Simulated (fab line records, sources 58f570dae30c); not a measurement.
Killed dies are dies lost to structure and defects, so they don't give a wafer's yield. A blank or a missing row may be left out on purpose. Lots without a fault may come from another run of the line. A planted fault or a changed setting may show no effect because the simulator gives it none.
Which tool did it? | flow berkeley_cmos170 | 15 lots, 45 wafers sampled, at 4 steps of a route of 331

WHAT THE GAUGES READ, wafer by wafer
UCB170_M3_THK_MEAS_03: measures by xrf.
lot  | measured     | on            | M3_AL_THK (nm)
L806 | day 7 17:15  | film_metro-03 | 903 912 907
L811 | day 8 17:41  | film_metro-03 | 900 898 899
L810 | day 8 18:16  | film_metro-03 | 910 917 913
L813 | day 9 12:25  | film_metro-03 | 902 899 890
L817 | day 10 10:59 | film_metro-02 | 898 899 899
L815 | day 10 11:25 | film_metro-03 | 920 914 921
L818 | day 10 15:42 | film_metro-01 | 919 921 920
L822 | day 11 13:00 | film_metro-03 | 929 927 926
L821 | day 11 16:43 | film_metro-03 | 913 903 910
L828 | day 12 05:40 | film_metro-03 | 905 906 915
L825 | day 12 06:19 | film_metro-03 | 908 913 905
L824 | day 12 06:20 | film_metro-01 | 909 907 900

UCB170_M3_OVL_MEAS_16.
lot  | measured     | on         | M3_OVL (nm)
L806 | day 7 19:07  | overlay-01 | 3 6 7
L811 | day 8 20:16  | overlay-01 | 6 5 3
L810 | day 8 21:39  | overlay-01 | 7 1 8
L813 | day 9 14:37  | overlay-01 | 1 1 7
L817 | day 10 13:41 | overlay-01 | -4 -10 -1
L815 | day 10 13:58 | overlay-02 | 7 6 6
L818 | day 10 19:43 | overlay-02 | 2 8 0
L822 | day 11 16:41 | overlay-01 | -6 1 0
L821 | day 11 22:45 | overlay-01 | 3 4 -3
L828 | day 12 08:33 | overlay-01 | -8 -4 -1
L825 | day 12 09:11 | overlay-01 | 3 8 5
L824 | day 12 09:22 | overlay-01 | -8 -10 -5

WHICH TOOL RAN EACH LOT (tool, then ch and the chambers of the sampled wafers, then the start)
lot  | UCB170_M2_STRIP_19                   | UCB170_V2_DEVELOP_11
L806 | plasma_asher-02 ch 0,1, day 7 14:08  | litho_track-02 ch 0, day 7 16:00
L811 | plasma_asher-02 ch 0,1, day 8 14:37  | litho_track-03 ch 0, day 8 16:00
L810 | plasma_asher-03 ch 0,1, day 8 15:08  | litho_track-03 ch 0, day 8 17:00
L813 | plasma_asher-03 ch 0,1, day 9 09:23  | litho_track-02 ch 0, day 9 11:00
L812 | plasma_asher-01 ch 0,1, day 9 09:45  | litho_track-03, day 9 12:00
L814 | plasma_asher-02 ch 0,1, day 10 06:17 | litho_track-02, day 10 09:00
L816 | plasma_asher-01 ch 0,1, day 10 06:33 | litho_track-03, day 10 09:00
L817 | plasma_asher-02 ch 0,1, day 10 07:10 | litho_track-02 ch 0, day 10 09:00
L815 | plasma_asher-03 ch 0,1, day 10 07:17 | litho_track-02 ch 0, day 10 10:00
L818 | plasma_asher-03 ch 0,1, day 10 09:49 | litho_track-01 ch 0, day 10 14:00
L822 | plasma_asher-03 ch 0, day 11 10:14   | litho_track-02 ch 0, day 11 12:00
L821 | plasma_asher-02 ch 0,1, day 11 12:43 | litho_track-01 ch 0, day 11 15:00
L828 | plasma_asher-03 ch 0,1, day 12 02:20 | litho_track-02 ch 0, day 12 04:00
L825 | plasma_asher-02 ch 0,1, day 12 02:36 | litho_track-02 ch 0, day 12 05:00
L824 | plasma_asher-03 ch 0,1, day 12 02:42 | litho_track-01 ch 0, day 12 05:00
- UCB170_M2_STRIP_19: strips in O2.
- UCB170_V2_DEVELOP_11: develop time 45 s.

WHAT THE TOOLS THEMSELVES READ (means of the sampled wafers that have a number; where no wafer has one, the mark that the record gives instead)
UCB170_M2_STRIP_19.
lot  | tool            | drypump_motor_current_A (A) | oes_product_au (a.u.)
L806 | plasma_asher-02 | 6.1                         | 0.561
L811 | plasma_asher-02 | 6.0                         | 0.542
L810 | plasma_asher-03 | 5.5                         | 0.552
L813 | plasma_asher-03 | 5.3                         | 0.556
L812 | plasma_asher-01 | 6.3                         | 0.547
L814 | plasma_asher-02 | 6.2                         | 0.536
L816 | plasma_asher-01 | 5.9                         | 0.549
L817 | plasma_asher-02 | 6.1                         | 0.545
L815 | plasma_asher-03 | 5.4                         | 0.554
L818 | plasma_asher-03 | 5.5                         | 0.555
L822 | plasma_asher-03 | 5.2                         | 0.550
L821 | plasma_asher-02 | 6.1                         | 0.550
L828 | plasma_asher-03 | 5.5                         | 0.553
L825 | plasma_asher-02 | 6.1                         | 0.547
L824 | plasma_asher-03 | 5.3                         | 0.551

UCB170_V2_DEVELOP_11.
lot  | tool           | chill_plate_temp_C (C)
L806 | litho_track-02 | 23.02
L811 | litho_track-03 | 22.89
L810 | litho_track-03 | 23.03
L813 | litho_track-02 | 23.04
L812 | litho_track-03 | -
L814 | litho_track-02 | -
L816 | litho_track-03 | -
L817 | litho_track-02 | 23.05
L815 | litho_track-02 | 23.09
L818 | litho_track-01 | 22.87
L822 | litho_track-02 | 22.90
L821 | litho_track-01 | 22.85
L828 | litho_track-02 | 23.10
L825 | litho_track-02 | 22.99
L824 | litho_track-01 | 22.85

THE ANSWER, worked out from the rows above alone
Rule: what is usual is taken from the lots themselves. Put in order of their means at a reading, lots are off if they are a third of the lots or fewer, leave a main group of 4 or more, and stand apart from it by a gap of 3 or more times the standard deviation of the main group's means; of several such gaps the widest counts. A main group whose means are all the same, to the digits that the tables above print for the reading, isn't used. A lot without any number at a reading at which 4 lots or more have one is off too. The other lots that the step has rows for count as sound. The gauges are gone through in route order, then the tools' own readings, and for those a lot's mean is taken as printed above. The first step at which some lot is off is used, and at that step the reading that is off furthest; a lot without a number counts as furthest.
Off: L812, L814, L816, at UCB170_V2_DEVELOP_11 (chill_plate_temp_C). Without a number there: L812, L814, L816. The main group: mean 22.97 C, standard deviation 0.091.
A tool fits if, at that step or a process step before it, it ran every lot that is off, and no sound lot after the first of them. None of those tried fits.

WHAT THE SIMULATOR HAD PUT IN
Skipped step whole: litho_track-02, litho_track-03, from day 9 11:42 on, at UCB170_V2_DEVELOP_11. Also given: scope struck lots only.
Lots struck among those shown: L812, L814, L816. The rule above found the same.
